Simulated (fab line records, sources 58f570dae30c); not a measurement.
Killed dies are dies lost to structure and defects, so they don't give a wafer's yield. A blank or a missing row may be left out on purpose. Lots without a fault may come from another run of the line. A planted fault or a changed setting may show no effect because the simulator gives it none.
Chamber matching | flow berkeley_cmos170 | UCB170_ACTIVE_ETCH_15 on rie_diel-01: 4 sister chambers
The step etches Si3N4 in CH3F/Ar/O2, stops on SiO2, target depth 242 nm, time 151 s. 14 wafers are shown with their chamber, then 7 later ones without.

WAFERS WITH THEIR CHAMBER
wafer  | chamber | throttle_valve_pct (%) | drypump_motor_current_A (A) | oes_product_au (a.u.)
L584.1 | 3       | 8.07                   | 6.1                         | 0.973
L584.2 | 2       | 8.24                   | 5.9                         | 0.946
L584.4 | 0       | 8.09                   | 6.0                         | 0.953
L586.1 | 0       | 8.09                   | 6.0                         | 0.970
L586.2 | 2       | 8.25                   | 6.0                         | 0.946
L586.3 | 1       | 8.15                   | 6.3                         | 0.965
L590.1 | 0       | 8.10                   | 6.0                         | 0.945
L590.5 | 3       | 8.07                   | 6.1                         | 0.972
L590.6 | 0       | 8.10                   | 6.0                         | 0.951
L595.1 | 3       | 8.09                   | 6.1                         | 0.979
L595.2 | 0       | 8.10                   | 6.1                         | 0.951
L595.4 | 1       | 8.15                   | 6.3                         | 0.949
L600.3 | 2       | 8.23                   | 6.0                         | 0.949
L600.4 | 3       | 8.09                   | 6.1                         | 0.979

SIGNATURES (means of the wafers above)
reading                 | chamber 0 | chamber 1 | chamber 2 | chamber 3 | scatter within a chamber
throttle_valve_pct      | 8.0960    | 8.1500    | 8.2400    | 8.0800    | 0.00849
drypump_motor_current_A | 6.020     | 6.300     | 5.967     | 6.100     | 0.0383
oes_product_au          | 0.95400   | 0.95700   | 0.94700   | 0.97575   | 0.0073
Rule: a wafer's distance from a chamber is the root of the sum, over the readings, of the square of ((its reading less the chamber's mean) divided by the reading's scatter). The wafer belongs to the nearest chamber; if the next one is less than 2 further off, it can't be placed. The scatter: the root of (the sum of the squares of (reading less its chamber's mean) over the shown wafers, divided by (wafers less chambers)).

WAFERS WITHOUT THEIR CHAMBER
wafer  | throttle_valve_pct (%) | drypump_motor_current_A (A) | oes_product_au (a.u.)
L600.5 | 8.10                   | 6.0                         | 0.962
L603.1 | 8.07                   | 6.0                         | 0.955
L603.4 | 8.24                   | 5.9                         | 0.936
L603.5 | 8.24                   | 5.9                         | 0.927
L605.3 | 8.08                   | 6.1                         | 0.977
L605.4 | 8.25                   | 6.0                         | 0.944
L605.6 | 8.10                   | 6.0                         | 0.948

WHICH CHAMBER EACH WENT THROUGH
wafer  | from the rows above     | in truth
L600.5 | 0                       | 0
L603.1 | can't be placed: 0 or 3 | 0
L603.4 | 2                       | 2
L603.5 | 2                       | 2
L605.3 | 3                       | 3
L605.4 | 2                       | 2
L605.6 | 0                       | 0
Placed correctly: 6 of 7. Can't be placed from these rows: 1 (the true chamber is among the candidates in 1). Placed wrongly: 0.
